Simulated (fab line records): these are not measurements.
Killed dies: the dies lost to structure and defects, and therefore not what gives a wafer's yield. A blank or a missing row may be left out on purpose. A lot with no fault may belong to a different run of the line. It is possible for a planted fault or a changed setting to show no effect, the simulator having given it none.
Which of the tools did it?	flow berkeley_cmos170	14 lots with 42 wafers sampled at 2 steps, on a route of 331 steps

## WHAT EACH GAUGE READ, for each wafer
UCB170_GATE_THK_MEAS_05. Usual: GATE_POLY_THK typically reads 214.2 nm, with standard deviation 2.
lot	measured	on	GATE_POLY_THK (nm)	flag
L323	day 6 06:51	film_metro-03	212.2 212.4 212.9	
L324	day 6 14:25	film_metro-04	217.2 215.8 214.5	
L325	day 6 14:24	film_metro-02	214.1 214.5 213.8	
L326	day 7 03:43	film_metro-04	216.1 215.5 215.4	
L327	day 7 03:41	film_metro-03	215.3 214.9 218.1	
L328	day 7 03:40	film_metro-04	216.0 216.9 217.0	
L332	day 8 03:49	film_metro-04	215.1 216.3 214.9	
L334	day 8 16:22	film_metro-03	216.3 215.2 215.6	
L335	day 8 16:19	film_metro-03	214.6 215.1 213.7	
L336	day 8 16:19	film_metro-04	215.9 213.1 213.4	
L337	day 9 10:22	film_metro-03	215.5 216.2 214.9	
L340	day 9 10:20	film_metro-02	210.9 211.6 213.8	
L341	day 9 21:54	film_metro-04	222.8 224.4 222.7	OFF
L345	day 10 13:13	film_metro-03	221.4 221.8 220.8	OFF

## EACH LOT AND THE TOOL THAT RAN IT (in order: tool; ch and the chambers of the sampled wafers; start)
lot	UCB170_GATE_CVD_04
L323	lpcvd-01 ch 1, day 6 05:26
L324	lpcvd-02 ch 1, day 6 13:00
L325	lpcvd-02 ch 0, day 6 13:00
L326	lpcvd-02 ch 0, day 7 02:16
L327	lpcvd-02 ch 0, day 7 02:16
L328	lpcvd-02 ch 0, day 7 02:16
L332	lpcvd-01 ch 1, day 8 02:25
L334	lpcvd-02 ch 0, day 8 14:11
L335	lpcvd-02 ch 0, day 8 14:11
L336	lpcvd-02 ch 0, day 8 14:11
L337	lpcvd-02 ch 0, day 9 08:56
L340	lpcvd-02 ch 1, day 9 08:56
L341	lpcvd-02 ch 0, day 9 20:29
L345	lpcvd-02 ch 0, day 10 11:49
- UCB170_GATE_CVD_04: deposits poly-Si from SiH4, time 1440 s, target thk 214 nm.

## WHAT THE TOOLS THEMSELVES READ (means of the sampled wafers that have a number; where no wafer has one, the mark that the record gives instead)
The record holds no such reading with a usual standard deviation.

## THE ANSWER, worked out from the rows above alone
Rule: a lot counts as off when the mean over its wafers that have a number is more than 3 standard deviations away from the usual mean. A lot without any number at a reading at which 4 lots or more have one is off too. Any other lot the step has rows for is counted as sound. After the gauges, taken in route order, come the tools' own readings; for these a lot's mean is taken, as printed above. At the first step where some lot is off, the reading lying furthest off is the one used; lots without a number count as furthest.
Off: L341, L345, at UCB170_GATE_THK_MEAS_05 (GATE_POLY_THK).
If a tool, at a process step before that reading, ran all the lots that are off and no sound lot after the first of them, it fits. Those tools and the gauges at UCB170_GATE_THK_MEAS_05 are tried in the same way. One candidate fits, namely lpcvd-02 at UCB170_GATE_CVD_04. Its last sound lot is L337 (day 9 08:56), its first lot that is off L341 (day 9 20:29): a fault that began between those two fits.

## WHAT WAS PUT IN BY THE SIMULATOR
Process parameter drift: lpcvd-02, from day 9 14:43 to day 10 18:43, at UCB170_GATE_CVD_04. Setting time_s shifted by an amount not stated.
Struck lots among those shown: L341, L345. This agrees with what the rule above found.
